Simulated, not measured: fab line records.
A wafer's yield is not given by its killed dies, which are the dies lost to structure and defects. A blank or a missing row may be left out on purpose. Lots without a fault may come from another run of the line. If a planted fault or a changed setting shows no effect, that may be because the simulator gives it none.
Shared-tool check    flow berkeleyCmos170    15 lots, 45 wafers sampled

## WHAT PROMPTED THE OPENING
Of 15 lots, 3 have the reading NLDD_TW flagged at UCB170_NLDD_TW_MEAS_11. No-fault wafers: 2208, standard deviation 11.
Rule: a lot is flagged when every wafer of it that has a number lies more than 4 standard deviations from that mean, or none has a number. The other lots count as sound.

lot   measured      on            NLDD_TW, wafer by wafer  flag
L559  day 6 06:16   filmMetro-01  2211 2214 2213           
L561  day 7 07:54   filmMetro-02  2209 2192 2183           
L560  day 7 08:10   filmMetro-03  2214 2216 2201           
L562  day 7 08:26   filmMetro-01  2215 2206 2215           
L565  day 7 19:58   filmMetro-03  2221 2213 2216           
L567  day 8 00:05   filmMetro-01  2223 2217 2229           
L568  day 8 00:38   filmMetro-03  2433 2454 2425           FLAGGED
L569  day 8 09:15   filmMetro-01  2210 2214 2231           
L572  day 9 10:57   filmMetro-01  2204 2206 2192           
L574  day 9 14:10   filmMetro-02  2194 2200 2190           
L573  day 10 01:29  filmMetro-02  2444 2447 2442           FLAGGED
L577  day 10 10:44  filmMetro-03  2475 2471 2474           FLAGGED
L579  day 10 14:36  filmMetro-02  2203 2207 2213           
L582  day 11 09:59  filmMetro-02  2207 2207 2215           
L580  day 11 10:15  filmMetro-02  2212 2211 2210           
On average the flagged lots' numbers are 2452, which is +244 against the usual, or +22 standard deviations.

## LOT BY LOT: THE TOOL USED
2 process steps preceding the reading are held in the record, out of 331 steps in the route. Read each cell as the tool, then ch plus the chambers that the sampled wafers visited, then the start.
lot   flag     UCB170_NLDD_IMPLANT_09           UCB170_NLDD_STRIP_10
L559           implanter-01 ch 0, day 6 06:01   plasmaAsher-03 ch 0,1, day 6 06:10
L561           implanter-01 ch 0, day 7 07:40   plasmaAsher-03 ch 0,1, day 7 07:47
L560           implanter-02 ch 0, day 7 07:55   plasmaAsher-03 ch 0,1, day 7 08:04
L562           implanter-01 ch 0, day 7 08:11   plasmaAsher-03 ch 0,1, day 7 08:20
L565           implanter-02 ch 0, day 7 19:43   plasmaAsher-02 ch 0,1, day 7 19:52
L567           implanter-01 ch 0, day 7 23:51   plasmaAsher-02 ch 0,1, day 7 23:58
L568  FLAGGED  implanter-04 ch 0, day 8 00:04   plasmaAsher-01 ch 0,1, day 8 00:32
L569           implanter-04 ch 0, day 8 09:00   plasmaAsher-01 ch 0,1, day 8 09:09
L572           implanter-01 ch 0, day 9 10:42   plasmaAsher-01 ch 0,1, day 9 10:51
L574           implanter-04 ch 0, day 9 13:55   plasmaAsher-03 ch 0,1, day 9 14:04
L573  FLAGGED  implanter-02 ch 0, day 10 00:55  plasmaAsher-01 ch 0,1, day 10 01:23
L577  FLAGGED  implanter-04 ch 0, day 10 10:10  plasmaAsher-01 ch 0,1, day 10 10:37
L579           implanter-02 ch 0, day 10 14:21  plasmaAsher-03 ch 1, day 10 14:30
L582           implanter-01 ch 0, day 11 09:44  plasmaAsher-03 ch 1, day 11 09:52
L580           implanter-02 ch 0, day 11 10:01  plasmaAsher-02 ch 0,1, day 11 10:08
What these steps do:
- UCB170_NLDD_IMPLANT_09
- UCB170_NLDD_STRIP_10: strips in O2.
- UCB170_NLDD_TW_MEAS_11

## FLAGGED AGAINST TOTAL, ONE TOOL AT A TIME (gauges that did the reading follow at the end)
step                    tool            lots run  flagged  share of the flagged lots  sound lots run after its first flagged lot
UCB170_NLDD_IMPLANT_09  implanter-01    6         0        none                       -
UCB170_NLDD_IMPLANT_09  implanter-02    5         1        some                       2 (L579,L580)
UCB170_NLDD_IMPLANT_09  implanter-04    4         2        some                       2 (L569,L574)
UCB170_NLDD_STRIP_10    plasmaAsher-01  5         3        all                        2 (L569,L572)
UCB170_NLDD_STRIP_10    plasmaAsher-02  3         0        none                       -
UCB170_NLDD_STRIP_10    plasmaAsher-03  7         0        none                       -
UCB170_NLDD_TW_MEAS_11  filmMetro-01    5         0        none                       -
UCB170_NLDD_TW_MEAS_11  filmMetro-02    6         1        some                       3 (L579,L582,L580)
UCB170_NLDD_TW_MEAS_11  filmMetro-03    4         2        some                       0

## WHAT THE TABLE PERMITS
All flagged lots share 1 row of the table, namely plasmaAsher-01 at UCB170_NLDD_STRIP_10.
- plasmaAsher-01 at UCB170_NLDD_STRIP_10 ran 5 lots, 3 of them flagged. Sound lots ran on it after the first flagged one (L569, L572), which a lasting fault on the whole tool wouldn't allow.
There is no row in the table that ran each flagged lot and no sound lot after the first.

## WHAT THE SIMULATOR HAD INSERTED
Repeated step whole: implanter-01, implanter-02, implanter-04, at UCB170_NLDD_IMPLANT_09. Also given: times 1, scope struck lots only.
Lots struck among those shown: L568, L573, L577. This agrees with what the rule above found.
